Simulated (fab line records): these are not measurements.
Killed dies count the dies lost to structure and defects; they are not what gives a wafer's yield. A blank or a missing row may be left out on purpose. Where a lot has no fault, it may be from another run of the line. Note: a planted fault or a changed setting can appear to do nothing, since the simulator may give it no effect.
A lot that was struck, set against a sound lot | flow rit-cmos | 18 steps out of a route of 202
Sound: the wafers L164.2, L164.3, L164.5. Struck: wafers L174.1, L174.3, L174.5. The cause is named last.
At each step with rows: each side's tool, then ch and its chambers, then its first start. Under that, the readings that differ: sound wafers | struck wafers | difference of the means | sigmas: that difference in standard deviations of wafers without a fault.
alike: a reading whose means differ by less than 2 such deviations, as well as words and numbers matching on both sides. not compared: withheld readings; readings where some wafer has no value; bounds like >300 that might hide an equal value; numbers whose values overlap and for which the record gives no deviation.
Wherever a step has rows on one side only, a row that says differs or no value, or a row with sigmas, the two part there. Non-overlapping numbers with no deviation appear without sigmas and do not part them. Lack of a reading on every wafer of one side parts them only where that side has two or more wafers.

first, 4 steps without rows for these wafers: RIT_NLDD_SOFTBAKE_02 (time 60 s); RIT_NLDD_EXPOSE_03 (exposes mask M7, target cd 40700 nm); RIT_NLDD_PEB_04; RIT_NLDD_DEVELOP_05 (develop time 50 s).
RIT_NLDD_OVL_MEAS_06:
  sound on overlay-02, day 3 22:38; struck on overlay-02, day 6 01:38
  alike: NLDD_OVL
then, 2 steps without rows for these wafers: RIT_NLDD_HARDBAKE_07 (time 60 s); RIT_NLDD_IMPLANT_08.
RIT_NLDD_STRIP_09: strips in O2, time 180 s.
  sound on plasma-asher-03 ch 0,1, day 3 22:58; struck on plasma-asher-04 ch 0, day 6 01:59
  alike: drypump-motor-current-A
  not compared: rf-hours-counter-h
RIT_NLDD_TW_MEAS_10:
  sound on film-metro-03, day 3 23:10; struck on film-metro-02, day 6 02:10
  alike: NLDD_TW
then, 3 steps without rows for these wafers: RIT_PLDD_HMDS_00 (prime time 60 s); RIT_PLDD_COAT_01 (resist thk 1000 nm); RIT_PLDD_SOFTBAKE_02 (time 60 s).
RIT_PLDD_EXPOSE_03: exposes mask M8, target cd 40900 nm.
  sound on iline-stepper-01 ch 0, day 3 23:41; struck on iline-stepper-02 ch 0, day 6 02:47
  reading                      | sound                      | struck               | difference | sigmas
  model.PLDD.overlay-x-nm (nm) | -0.09927 -0.09927 -0.09927 | -149.1 -149.1 -149.1 | -149.0     |
  alike: mask, focus-offset-nm
then, 2 steps without rows for these wafers: RIT_PLDD_PEB_04; RIT_PLDD_DEVELOP_05 (develop time 50 s).
RIT_PLDD_OVL_MEAS_06:
  sound on overlay-02, day 4 00:04; struck on overlay-01, day 6 03:11
  reading       | sound        | struck               | difference | sigmas
  PLDD_OVL (nm) | 0.5 -1.1 0.5 | -147.2 -147.6 -147.7 | -147.5     | -99 or more
then, 1 step without rows for these wafers: RIT_PLDD_HARDBAKE_07 (time 60 s).
RIT_M1_PROBE_99:
  sound on prober-02, day 4 14:20; struck on prober-02, day 6 19:40
  reading                        | sound          | struck         | difference | sigmas
  killed_at_M0_to_M3             | 0 0 0          | 0 1 0          | +0         | +2
  model.etest.pldd.width-nm (nm) | 3175 3160 3192 | 3095 3096 3105 | -77        |
  alike: killed-at-contacts, killed-at-front-end, killed-dies, killed-open, killed-short

## WHERE THEY PART
Earliest at RIT_PLDD_OVL_MEAS_06; latest, in this record, at RIT_M1_PROBE_99.

WHY: what had been put in by the simulator
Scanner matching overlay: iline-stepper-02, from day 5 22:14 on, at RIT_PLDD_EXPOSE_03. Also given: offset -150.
